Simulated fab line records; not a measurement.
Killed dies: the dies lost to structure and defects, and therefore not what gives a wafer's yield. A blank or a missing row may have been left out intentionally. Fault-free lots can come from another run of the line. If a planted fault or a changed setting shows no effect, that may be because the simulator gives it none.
fab line records -- flow ritCmos
record: lots: 5, wafers: 15, lastDay: 7
route steps=202 shown ACTIVE@1 FOX1@20 FOX2@23 M1@202
lots with no fault: from the same line, run without faults
startH: start of the lot's first displayed wafer, in hours after the record's first day -- waitH: hours elapsed since this lot's preceding step -- " unchanged from the row above -- L1.1+2: a row that stands for several wafers -- - no value, or no start was given -- * or withheld: withheld -- < > ~ a bound
route shown NAME@n: names a module that has steps shown in the file, with the first one's number in the route -- usual: mean/standard deviation of fault-free wafers -- same: alike in all rows -- chamber/n: place in a boat -- sites: each site's reading -- _std_site: standard deviation across them -- _edge_site: the outer-site mean with the inner-site mean subtracted -- radiusMm: for every site, how far away it sits from the centre of the wafer -- mask NAME#n: copy n -- behind: the last tool/chamber to shape the wafer -- hold: the reason the lot was held/the length of the hold in hours/how it ended -- device: the transistor (n, p or np) that didn't switch -- end of line: tests of these same wafers at the route's end -- step lacking rows: just its recipe -- killed: at the first sort, the dies lost to defects and structure; wafer yield is something else -- map: per-die view of a wafer (x killed, . not killed, _ where there is no die)
set.NAME: the run value of the setting; set.NAME@STEP: its run value at that earlier step -- model.NAME: the simulator's own value behind a step, which no gauge read
lots seen at some steps along the route; tables by step, rows by wafer
services: a tool's chamber out of use, with start hour (startH, from the record's first day; less than 0 if before it), hours out, and reason
== steps ==
step: RIT_ACTIVE_BOW_MEAS_00
recipe: mode: bow
usual: INCOMING_BOW: 0/6.8
lot.wafer,tool,chamber,startH,waitH,INCOMING_BOW[um]
L946.2,filmMetro-04,-,10.02,-,7
L946.3,filmMetro-04,-,10.02,-,-5
L946.6,filmMetro-04,-,10.02,-,11
L953.3,filmMetro-01,-,45.04,-,-4
L953.4,filmMetro-01,-,45.04,-,-5
L953.6,filmMetro-01,-,45.04,-,-3
L961.2,filmMetro-04,-,85.02,-,-1
L961.4,filmMetro-04,-,85.02,-,-5
L961.6,filmMetro-04,-,85.02,-,1
L966.1,filmMetro-04,-,110.00,-,2
L966.3,filmMetro-04,-,110.00,-,0
L966.4,filmMetro-04,-,110.00,-,-2
L968.1,filmMetro-02,-,120.00,-,4
L968.2,filmMetro-02,-,120.00,-,-2
L968.3,filmMetro-02,-,120.00,-,-2
step: RIT_ACTIVE_OXIDATION_01
recipe: tempC: 1000, ambient: O2, targetThkA: 468, oxTimeS: 3360
usual: spikeTcCentreC: 1001.8/1.1, zonePowerCentrePct: 46.9/0.6
lot.wafer,tool,chamber,startH,waitH,spikeTcCentreC,zonePowerCentrePct,model.SiO2_of_ACTIVE_OXIDATION_01.thkNm
L946.2,furnace-03,0,10.12,0.1,1001.3,48.2,46.08
L946.3,furnace-03,0,10.12,0.1,1001.1,46.6,46.6
L946.6,furnace-03,0,10.12,0.1,1000.0,46.7,46.81
L953.3,furnace-04,0,45.74,0.7,1003.3,46.2,46.06
L953.4,furnace-04,0,45.74,0.7,1001.7,46.9,46.2
L953.6,furnace-04,0,45.74,0.7,1001.9,45.8,45.51
L961.2,furnace-03,0,85.99,0.9,1002.3,47.7,38.41
L961.4,furnace-03,0,85.99,0.9,1001.4,46.8,38.12
L961.6,furnace-03,0,85.99,0.9,1000.9,46.5,38.16
L966.1,furnace-04,0,115.20,5.2,1002.7,46.3,45.57
L966.3,furnace-04,0,115.20,5.2,1003.3,46.6,45.96
L966.4,furnace-04,0,115.20,5.2,1002.1,46.5,45.81
L968.1,furnace-04,0,123.53,3.5,1002.8,46.7,47.05
L968.2,furnace-04,0,123.53,3.5,1002.7,46.4,46.18
L968.3,furnace-04,0,123.53,3.5,1001.6,46.9,45.37
step: RIT_ACTIVE_THK_MEAS_02
recipe: reads: SiO2_of_ACTIVE_OXIDATION_01
usual: ACTIVE_OXIDE_THK: 46.3/0.83
lot.wafer,tool,chamber,startH,waitH,ACTIVE_OXIDE_THK[nm]
L946.2,filmMetro-01,-,12.06,0.0,46.1
L946.3,filmMetro-01,-,12.06,0.0,46.6
L946.6,filmMetro-01,-,12.06,0.0,46.8
L953.3,filmMetro-02,-,47.70,0.0,46.1
L953.4,filmMetro-02,-,47.70,0.0,46.2
L953.6,filmMetro-02,-,47.70,0.0,45.5
L961.2,filmMetro-02,-,87.93,0.0,38.4
L961.4,filmMetro-02,-,87.93,0.0,38.2
L961.6,filmMetro-02,-,87.93,0.0,38.2
L966.1,filmMetro-04,-,117.14,0.0,45.5
L966.3,filmMetro-04,-,117.14,0.0,46.0
L966.4,filmMetro-04,-,117.14,0.0,45.8
L968.1,filmMetro-04,-,125.47,0.0,47.0
L968.2,filmMetro-04,-,125.47,0.0,46.1
L968.3,filmMetro-04,-,125.47,0.0,45.4
step: RIT_ACTIVE_CVD_03
recipe: material: Si3N4, targetThkNm: 150, tempC: 810, precursor: SiH2Cl2/NH3, timeS: 1500, pressureMtorr: 300, sih2cl2FlowSccm: 60, nh3FlowSccm: 150
step: RIT_ACTIVE_THK_MEAS_04
recipe: reads: Si3N4_of_ACTIVE_CVD_03
usual: ACTIVE_NITRIDE_THK: 149.8/1.3
lot.wafer,tool,chamber,startH,waitH,ACTIVE_NITRIDE_THK[nm]
L946.2,filmMetro-04,-,13.54,0.0,148.7
L946.3,filmMetro-04,-,13.54,0.0,148.9
L946.6,filmMetro-04,-,13.54,0.0,148.2
L953.3,filmMetro-04,-,49.71,0.0,151.8
L953.4,filmMetro-04,-,49.71,0.0,152.4
L953.6,filmMetro-04,-,49.71,0.0,151.1
L961.2,filmMetro-01,-,89.41,0.0,151.1
L961.4,filmMetro-01,-,89.41,0.0,151.2
L961.6,filmMetro-01,-,89.41,0.0,151.5
L966.1,filmMetro-01,-,119.32,0.0,150.4
L966.3,filmMetro-01,-,119.32,0.0,150.4
L966.4,filmMetro-01,-,119.32,0.0,151.2
L968.1,filmMetro-02,-,128.55,0.0,148.4
L968.2,filmMetro-02,-,128.55,0.0,149.9
L968.3,filmMetro-02,-,128.55,0.0,150.6
step: RIT_ACTIVE_HMDS_05
recipe: primeTimeS: 60, primeTempC: 140
step: RIT_ACTIVE_COAT_06
recipe: resist: NOVOLAK, spinRpm: 3250, resistThkNm: 1000
step: RIT_ACTIVE_SOFTBAKE_07
recipe: resist: NOVOLAK, tempC: 90, timeS: 60
step: RIT_ACTIVE_EXPOSE_08
recipe: maskId: M1, na: 0.6, sourceShape: conventional, sigmaOuter: 0.6, targetCdNm: 1400, doseMj: 225
step: RIT_ACTIVE_PEB_09
recipe: resist: NOVOLAK, tempC: withheld, timeS: withheld
step: RIT_ACTIVE_DEVELOP_10
recipe: resist: NOVOLAK, developTimeS: 50, devTempC: 22.29
step: RIT_ACTIVE_CD_MEAS_11
recipe: targetCdNm: 1400
usual: cdNm: 1400.7/2.2
lot.wafer,tool,chamber,startH,waitH,cdNm
L946.2,cdSem-01,-,14.56,-,1404.3
L946.3,cdSem-01,-,14.56,-,1400.5
L946.6,cdSem-01,-,14.56,-,1400.1
L953.3,cdSem-02,-,50.77,-,1403.4
L953.4,cdSem-02,-,50.77,-,1404.5
L953.6,cdSem-02,-,50.77,-,1402.7
L961.2,cdSem-02,-,90.45,-,1400.8
L961.4,cdSem-02,-,90.45,-,1400.2
L961.6,cdSem-02,-,90.45,-,1402.3
L966.1,cdSem-02,-,120.23,-,1399.7
L966.3,cdSem-02,-,120.23,-,1397.8
L966.4,cdSem-02,-,120.23,-,1398.0
L968.1,cdSem-01,-,129.58,-,1402.6
L968.2,cdSem-01,-,129.58,-,1400.3
L968.3,cdSem-01,-,129.58,-,1402.0
step: RIT_ACTIVE_HARDBAKE_12
recipe: resist: NOVOLAK, tempC: 140, timeS: 60
step: RIT_ACTIVE_ETCH_13
recipe: stopOn: SiO2, chemistry: SF6, target: Si3N4, timeS: 205.4, overEtchFrac: 0.4, SF6_flow_sccm: 200, pressureMtorr: 260, rfW: 125, targetDepthA: 2100
usual: drypumpMotorCurrentA: 5.8/0.39, oesProductAu: 0.827/0.012, throttleValvePct: 7.47/0.11
lot.wafer,tool,chamber,startH,waitH,drypumpMotorCurrentA,oesProductAu,rfHoursCounterH,throttleValvePct
L946.2,rieDiel-02,0,14.81,0.1,5.9,0.834,6,7.60
L946.3,rieDiel-02,3,14.81,0.1,5.3,0.812,12,7.35
L946.6,rieDiel-02,3,14.81,0.1,5.4,0.813,-,7.36
L953.3,rieDiel-01,0,51.14,0.1,5.0,0.853,56,7.54
L953.4,rieDiel-01,3,51.14,0.1,5.8,0.815,122,7.63
L953.6,rieDiel-01,1,51.14,0.1,5.9,0.818,-,7.31
L961.2,rieDiel-01,3,90.70,0.1,5.8,0.817,123,7.64
L961.4,rieDiel-01,1,90.70,0.1,5.9,0.820,-,7.30
L961.6,rieDiel-01,0,90.70,0.1,5.0,0.852,-,7.53
L966.1,rieDiel-01,2,120.50,0.1,5.7,0.847,0,7.60
L966.3,rieDiel-01,0,120.50,0.1,5.0,0.846,58,7.54
L966.4,rieDiel-01,1,120.50,0.1,5.9,0.825,12,7.31
L968.1,rieDiel-01,0,129.88,0.1,5.0,0.842,58,7.53
L968.2,rieDiel-01,1,129.88,0.1,5.9,0.814,12,7.31
L968.3,rieDiel-01,2,129.88,0.1,5.7,0.840,0,7.58
step: RIT_ACTIVE_STRIP_14
recipe: chemistry: O2, timeS: 180, resist: NOVOLAK, platenTempC: withheld, powerW: 500, pressureMtorr: 4000, o2FlowSccm: 4000
usual: drypumpMotorCurrentA: 5.5/0.39
lot.wafer,tool,chamber,startH,waitH,drypumpMotorCurrentA,rfHoursCounterH
L946.2,plasmaAsher-04,0,14.94,0.1,5.3,32
L946.3,plasmaAsher-04,1,14.94,0.1,5.1,-
L946.6,plasmaAsher-04,1,14.94,0.1,5.1,-
L953.3,plasmaAsher-01,0,51.34,0.1,5.8,-
L953.4,plasmaAsher-01,1,51.34,0.1,5.5,-
L953.6,plasmaAsher-01,1,51.34,0.1,5.5,-
L961.2,plasmaAsher-04,0,90.84,0.1,5.3,41
L961.4,plasmaAsher-04,0,90.84,0.1,5.3,-
L961.6,plasmaAsher-04,0,90.84,0.1,5.3,-
L966.1,plasmaAsher-03,1,120.64,0.1,6.4,29
L966.3,plasmaAsher-03,1,120.64,0.1,6.4,-
L966.4,plasmaAsher-03,0,120.64,0.1,6.0,-
L968.1,plasmaAsher-04,1,130.01,0.1,5.1,45
L968.2,plasmaAsher-04,0,130.01,0.1,5.3,45
L968.3,plasmaAsher-04,1,130.01,0.1,5.2,-
step: RIT_ACTIVE_CD_MEAS_90
recipe: targetCdNm: 1400
usual: cdNm: 1400.7/2.3
lot.wafer,tool,chamber,startH,waitH,cdNm
L946.2,cdSem-02,-,15.13,0.1,1404.5
L946.3,cdSem-02,-,15.13,0.1,1400.5
L946.6,cdSem-02,-,15.13,0.1,1400.2
L953.3,cdSem-01,-,51.49,0.1,1403.4
L953.4,cdSem-01,-,51.49,0.1,1404.5
L953.6,cdSem-01,-,51.49,0.1,1403.0
L961.2,cdSem-02,-,91.03,0.1,1401.5
L961.4,cdSem-02,-,91.03,0.1,1400.3
L961.6,cdSem-02,-,91.03,0.1,1402.0
L966.1,cdSem-02,-,120.81,0.1,1399.6
L966.3,cdSem-02,-,120.81,0.1,1397.9
L966.4,cdSem-02,-,120.81,0.1,1397.8
L968.1,cdSem-01,-,130.19,0.1,1403.1
L968.2,cdSem-01,-,130.19,0.1,1400.5
L968.3,cdSem-01,-,130.19,0.1,1402.3
step: RIT_ACTIVE_CLEAN_15
recipe: chemistry: SC1, mix: 3:3:50, timeS: 600, tempC: 75
step: RIT_ACTIVE_CLEAN_16
recipe: chemistry: dHF, dilution: 50:1, timeS: 30
step: RIT_ACTIVE_CLEAN_17
recipe: chemistry: SC2, mix: 3:3:50, timeS: 600, tempC: 75, dry: n2Spin
step: RIT_FOX1_OXIDATION_00
recipe: tempC: 1100, ambient: H2O, targetThkA: 3507, pH2oTorr: 720, oxTimeS: 1130
step: RIT_FOX1_THK_MEAS_01
recipe: reads: SiO2_of_FOX1_OXIDATION_00
usual: FOX1_OXIDE_THK: 345/5.8
lot.wafer,tool,chamber,startH,waitH,FOX1_OXIDE_THK[nm]
L946.2,filmMetro-03,-,19.39,0.0,334
L946.3,filmMetro-03,-,19.39,0.0,345
L946.6,filmMetro-03,-,19.39,0.0,341
L953.3,filmMetro-04,-,53.27,0.0,342
L953.4,filmMetro-04,-,53.27,0.0,348
L953.6,filmMetro-04,-,53.27,0.0,346
L961.2,filmMetro-02,-,97.47,0.0,338
L961.4,filmMetro-02,-,97.47,0.0,335
L961.6,filmMetro-02,-,97.47,0.0,342
L966.1,filmMetro-04,-,123.53,0.0,338
L966.3,filmMetro-04,-,123.53,0.0,343
L966.4,filmMetro-04,-,123.53,0.0,341
L968.1,filmMetro-02,-,134.41,0.0,361
L968.2,filmMetro-02,-,134.41,0.0,359
L968.3,filmMetro-02,-,134.41,0.0,357
step: RIT_FOX1_WET_ETCH_02
recipe: chemistry: BOE, targetDepthNm: 350, timeS: 390, tempC: 21.5, dry: n2Spin, dilution: 10:1, target: SiO2
step: RIT_FOX2_OXIDATION_00
recipe: tempC: 1100, ambient: H2O, targetThkA: 3507, pH2oTorr: 720, oxTimeS: 1130
step: RIT_FOX2_THK_MEAS_01
recipe: reads: SiO2_of_FOX2_OXIDATION_00
usual: FOX2_OXIDE_THK: 345/6.2
lot.wafer,tool,chamber,startH,waitH,FOX2_OXIDE_THK[nm]
L946.2,filmMetro-03,-,21.12,0.0,351
L946.3,filmMetro-03,-,21.12,0.0,350
L946.6,filmMetro-03,-,21.12,0.0,354
L953.3,filmMetro-03,-,55.24,0.0,354
L953.4,filmMetro-03,-,55.24,0.0,351
L953.6,filmMetro-03,-,55.24,0.0,355
L961.2,filmMetro-01,-,100.84,0.0,344
L961.4,filmMetro-01,-,100.84,0.0,345
L961.6,filmMetro-01,-,100.84,0.0,343
L966.1,filmMetro-02,-,125.25,0.0,344
L966.3,filmMetro-02,-,125.25,0.0,346
L966.4,filmMetro-02,-,125.25,0.0,350
L968.1,filmMetro-03,-,135.90,0.0,342
L968.2,filmMetro-03,-,135.90,0.0,346
L968.3,filmMetro-03,-,135.90,0.0,345
step: RIT_FOX2_CLEAN_02
recipe: chemistry: dHF, dilution: 50:1, timeS: 180
step: RIT_FOX2_WET_ETCH_03
recipe: chemistry: H3PO4, target: Si3N4, targetDepthNm: 195, tempC: 165, timeS: 2700
usual: bathHeatDutyPct: 27.0/2.2
lot.wafer,tool,chamber,startH,waitH,bathHeatDutyPct,model.SiO2_of_ACTIVE_OXIDATION_01.thkNm
L946.2,wetBench-02,0,21.23,0.0,25.5,40.82
L946.3,wetBench-02,0,21.23,0.0,25.6,41.25
L946.6,wetBench-02,0,21.23,0.0,25.9,41.45
L953.3,wetBench-04,2,55.34,0.0,25.0,40.94
L953.4,wetBench-04,2,55.34,0.0,25.8,41.05
L953.6,wetBench-04,2,55.34,0.0,26.3,40.42
L961.2,wetBench-01,1,100.95,0.0,24.9,34.09
L961.4,wetBench-01,1,100.95,0.0,24.6,33.84
L961.6,wetBench-01,1,100.95,0.0,25.6,33.89
L966.1,wetBench-01,2,125.37,0.0,25.8,40.6
L966.3,wetBench-01,2,125.37,0.0,25.9,40.95
L966.4,wetBench-01,2,125.37,0.0,25.1,40.81
L968.1,wetBench-04,1,136.02,0.0,30.3,41.9
L968.2,wetBench-04,1,136.02,0.0,30.1,41.1
L968.3,wetBench-04,1,136.02,0.0,28.1,40.42
step: RIT_FOX2_THK_MEAS_90
recipe: reads: SiO2_of_FOX2_OXIDATION_00
usual: FIELD_OXIDE_LEFT_1_THK: 318/6.2
lot.wafer,tool,chamber,startH,waitH,FIELD_OXIDE_LEFT_1_THK[nm]
L946.2,filmMetro-02,-,22.06,0.0,323
L946.3,filmMetro-02,-,22.06,0.0,322
L946.6,filmMetro-02,-,22.06,0.0,326
L953.3,filmMetro-01,-,56.11,0.0,326
L953.4,filmMetro-01,-,56.11,0.0,322
L953.6,filmMetro-01,-,56.11,0.0,327
L961.2,filmMetro-01,-,101.76,0.0,316
L961.4,filmMetro-01,-,101.76,0.0,318
L961.6,filmMetro-01,-,101.76,0.0,316
L966.1,filmMetro-01,-,126.13,0.0,317
L966.3,filmMetro-01,-,126.13,0.0,319
L966.4,filmMetro-01,-,126.13,0.0,323
L968.1,filmMetro-01,-,136.78,0.0,314
L968.2,filmMetro-01,-,136.78,0.0,318
L968.3,filmMetro-01,-,136.78,0.0,318
step: RIT_M1_PROBE_99
usual: killedAtContacts: 0.1/0.23, killedAtFrontEnd: 6.6/2.9, killedDies: 6.7/3, killedOpen: 3.5/2.1, killedShort: 3.2/1.8
same: grossDies: 264, killed_at_M0_to_M3: 0, killed_at_M4_up: 0, killedAtBackSide: 0, killedAtOther: 0
lot.wafer,tool,chamber,startH,waitH,killedAtContacts,killedAtFrontEnd,killedDies,killedOpen,killedShort,model.etest.pldd.widthNm,model.etest.nldd.widthNm,model.etest.nplusSal.widthNm,model.etest.pplusSal.widthNm,model.etest.nmosNarrow.driveUaUm,model.etest.pmosNarrow.driveUaUm
L946.2,prober-02,-,61.25,0.1,0,9,9,5,4,3226,3223,3478,3482,243.8,111.3
L946.3,prober-02,-,61.30,0.2,0,9,9,4,5,3197,3182,3471,3462,237.8,106.8
L946.6,prober-02,-,61.45,0.2,0,4,4,2,2,3177,3202,3461,3472,235.4,107.2
L953.3,prober-02,-,100.93,0.2,0,10,10,7,3,3182,3190,3452,3429,232.9,107.1
L953.4,prober-02,-,100.98,0.2,1,8,9,4,5,3208,3197,3457,3463,231.4,105.6
L953.6,prober-02,-,101.08,0.2,0,10,10,5,5,3185,3186,3441,3441,233.2,105.5
L961.2,prober-02,-,148.73,0.1,0,7,7,6,1,3268,3288,3514,3518,252.6,115.1
L961.4,prober-02,-,148.83,0.2,0,7,7,3,4,3288,3271,3527,3530,251.3,113.5
L961.6,prober-02,-,148.93,0.2,0,6,6,4,2,3282,3262,3534,3510,245.4,110
L966.1,prober-01,-,172.66,0.1,0,6,6,2,4,3208,3222,3481,3467,235.9,104.6
L966.3,prober-01,-,172.76,0.2,0,6,6,3,3,3191,3197,3442,3447,228.9,101
L966.4,prober-01,-,172.81,0.2,0,0,0,0,0,3208,3207,3466,3488,234,103.9
L968.1,prober-01,-,179.83,0.1,0,7,7,3,4,3187,3179,3462,3444,222.7,102
L968.2,prober-01,-,179.88,0.1,0,1,1,1,0,3186,3196,3439,3438,218.9,101.6
L968.3,prober-01,-,179.93,0.2,0,8,8,6,2,3208,3207,3465,3442,230.5,106.4
killed by level:class
L946.2 FOX2:geometricParticle:open=4 GATE:geometricParticle:short=2 SPACER:geometricParticle:short=2 GATE:geometricParticle:open=1
L946.3 FOX2:geometricParticle:open=2 FOX1:geometricParticle:short=1 FOX2:geometricParticle:short=1 GATE:geometricParticle:open=1 REOX:geometricParticle:short=1 SPACER:geometricParticle:short=1 SILICIDE:geometricParticle:open=1 SILICIDE:geometricParticle:short=1
L946.6 REOX:geometricParticle:open=2 GATE:geometricParticle:short=1 SILICIDE:geometricParticle:short=1
L953.3 REOX:geometricParticle:open=3 GATE:geometricParticle:short=2 SILICIDE:geometricParticle:open=2 FOX2:geometricParticle:open=1 REOX:geometricParticle:short=1 SPACER:geometricParticle:open=1
L953.4 FOX1:geometricParticle:open=2 SILICIDE:geometricParticle:short=2 FOX1:geometricParticle:short=1 FOX2:geometricParticle:short=1 GATE:geometricParticle:open=1 REOX:geometricParticle:open=1 CONTACT:geometricParticle:short=1
L953.6 REOX:geometricParticle:open=2 REOX:geometricParticle:short=2 FOX1:geometricParticle:short=1 FOX2:geometricParticle:open=1 GATE:geometricParticle:open=1 GATE:geometricParticle:short=1 SPACER:geometricParticle:open=1 SILICIDE:geometricParticle:short=1
L961.2 SPACER:geometricParticle:open=3 FOX2:geometricParticle:open=2 FOX2:geometricParticle:short=1 SILICIDE:geometricParticle:open=1
L961.4 GATE:geometricParticle:short=2 GATE:geometricParticle:open=2 FOX1:geometricParticle:short=1 SPACER:geometricParticle:open=1 SILICIDE:geometricParticle:short=1
L961.6 FOX1:geometricParticle:short=2 GATE:geometricParticle:open=2 REOX:geometricParticle:open=1 SILICIDE:geometricParticle:open=1
L966.1 FOX1:geometricParticle:open=2 FOX1:geometricParticle:short=2 REOX:geometricParticle:short=2
L966.3 FOX1:geometricParticle:short=2 FOX1:geometricParticle:open=1 GATE:geometricParticle:open=1 REOX:geometricParticle:open=1 SILICIDE:geometricParticle:short=1
L968.1 FOX1:geometricParticle:short=1 FOX1:geometricParticle:open=1 FOX2:geometricParticle:short=1 GATE:geometricParticle:open=1 SPACER:geometricParticle:open=1 SPACER:geometricParticle:short=1 SILICIDE:geometricParticle:short=1
L968.2 SPACER:geometricParticle:open=1
L968.3 GATE:geometricParticle:open=3 FOX1:geometricParticle:open=1 FOX2:geometricParticle:short=1 GATE:geometricParticle:short=1 SPACER:geometricParticle:open=1 SILICIDE:geometricParticle:open=1
== services ==
tool,chamber,startH,hours,kind
furnace-04,-,-12.95,3.8,pm
wetBench-02,-,-8.57,1.5,repair
rieDiel-02,1,-5.73,4.2,repair
rieDiel-02,1,-1.51,-,clean
rieDiel-02,1,-1.51,-,consumableReplace:esc
rieDiel-02,1,-1.51,21.0,scheduledDown
rieDiel-02,1,-1.51,21.0,ventCycle
rieDiel-01,2,-0.71,11.6,repair
wetBench-02,-,5.70,4.0,repair
rieDiel-02,2,33.54,7.4,repair
plasmaAsher-03,-,42.53,45.4,repair
rieDiel-02,-,53.37,0.7,repair
furnace-04,-,56.27,3.0,pm
rieDiel-02,-,60.12,2.8,pm
rieDiel-01,2,64.04,10.2,repair
rieDiel-02,2,66.32,9.4,repair
rieDiel-01,2,74.24,-,clean
rieDiel-01,2,74.24,33.3,scheduledDown
rieDiel-01,2,74.24,33.3,ventCycle
plasmaAsher-01,-,108.75,9.0,pm
plasmaAsher-01,0,108.75,9.0,ventCycle
plasmaAsher-01,1,108.75,9.0,ventCycle
furnace-03,-,115.05,3.4,pm
rieDiel-02,-,124.78,0.1,repair
== key ==
firstSign: step: RIT_ACTIVE_THK_MEAS_02, reading: ACTIVE_OXIDE_THK, direction: down, sigmas: 9.7, usual: 46.3, struck: 38.3
effect none on later readings
modelEffect: step: RIT_ACTIVE_OXIDATION_01, value: SiO2_of_ACTIVE_OXIDATION_01.thkNm, without: 46.53, struck: 38.23
modelEffect: step: RIT_FOX2_WET_ETCH_03, value: SiO2_of_ACTIVE_OXIDATION_01.thkNm, without: 41.31, struck: 33.94
modelEffect: step: RIT_M1_PROBE_99, value: etest.pldd.widthNm, without: 3210, struck: 3279
metAt RIT_ACTIVE_OXIDATION_01
struckWafers L961.2,L961.4,L961.6
testerLeftOut L961
onsetBetween 10.12 85.99
fault: kind: processParameterDrift, tool: furnace-03, chamber: -, onsetH: 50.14, steps: RIT_ACTIVE_OXIDATION_01, channel: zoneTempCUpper, offset: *, shape: step, endH: 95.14
testerLeftOut: of these lots the tester's yield and bins aren't shown, on N5 and GAA mostly nor the transistor test; their killed dies are dies lost to structure and defects alone, not to doping, threshold or leakage, so they don't give the yield
